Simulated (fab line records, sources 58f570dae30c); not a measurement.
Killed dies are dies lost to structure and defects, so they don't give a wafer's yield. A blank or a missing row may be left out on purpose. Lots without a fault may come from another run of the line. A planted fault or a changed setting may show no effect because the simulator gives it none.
One fault seen from 2 desks | flow berkeley_cmos170 | each desk has only its own numbers; what lay behind them comes last

THE TOOL OWNER'S DESK: litho_track-04
The tool's own readings at UCB170_M3_SOFTBAKE_06 (time 60 s): means of the sampled wafers that have a number, for each lot that ran on this tool. A lot is out of limits, marked OUT, if its mean lies more than 4 standard deviations from the usual mean; the brackets give that distance.
Columns: A = run_length_s at UCB170_M3_SOFTBAKE_06, usual 89.06 s
lot  | first seen here | A
L351 | day 8 05:04     | 89.05
L352 | day 8 21:17     | 89.02
L355 | day 9 05:05     | 99.68 (+59) OUT
L358 | day 9 23:15     | 99.72 (+59) OUT
This desk's finding: out of limits on L355, L358; first on L355, day 9 05:05 (run_length_s at UCB170_M3_SOFTBAKE_06). In limits: L351, L352.

THE METROLOGY DESK
What the gauges read, lot by lot, whatever tool the lot ran on: means of the sampled wafers that have a number. A lot is out of limits, marked OUT, if its mean lies more than 4 standard deviations from the usual mean; the brackets give that distance.
Columns: A = NWELL_NITRIDE_THK at UCB170_NWELL_THK_MEAS_05, usual 223.9 nm; B = M3_OVL at UCB170_M3_OVL_MEAS_16, usual 1 nm
lot  | first seen here | A     | B
L345 | day 2 01:23     | 224.6 | 4
L346 | day 2 06:34     | 228.7 | 6
L348 | day 2 15:21     | 222.1 | 1
L349 | day 3 00:30     | 223.0 | -1
L350 | day 3 04:55     | 223.4 | -0
L351 | day 3 08:04     | 223.8 | 5
L352 | day 3 12:59     | 225.0 | 5
L353 | day 3 16:29     | 223.6 | 2
L355 | day 4 05:16     | 221.3 | -0
L358 | day 4 20:06     | 224.5 | 4
L360 | day 5 08:14     | 225.4 | -4
L362 | day 5 12:28     | 222.2 | -3
L363 | day 5 17:52     | 226.0 | -2
L365 | day 6 07:48     | 225.5 | 5
This desk's finding: nothing out of limits on any of the 14 lots.

PUT TOGETHER
The tool owner's desk could have raised an alarm at day 9 05:05, on L355, L358.
The metrology desk saw nothing out of limits.
The metrology desk has L355, L358 on record, within its limits.
Of the lots named, all ran UCB170_M3_SOFTBAKE_06 on litho_track-04.

WHAT THE SIMULATOR HAD PUT IN
Process parameter drift: litho_track-04, from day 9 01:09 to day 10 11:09, at UCB170_M3_SOFTBAKE_06. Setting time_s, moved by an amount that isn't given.
Lots struck among those shown: L355, L358.
Hours from the fault's start to each desk's first reading out of limits: the tool owner's desk, 4.
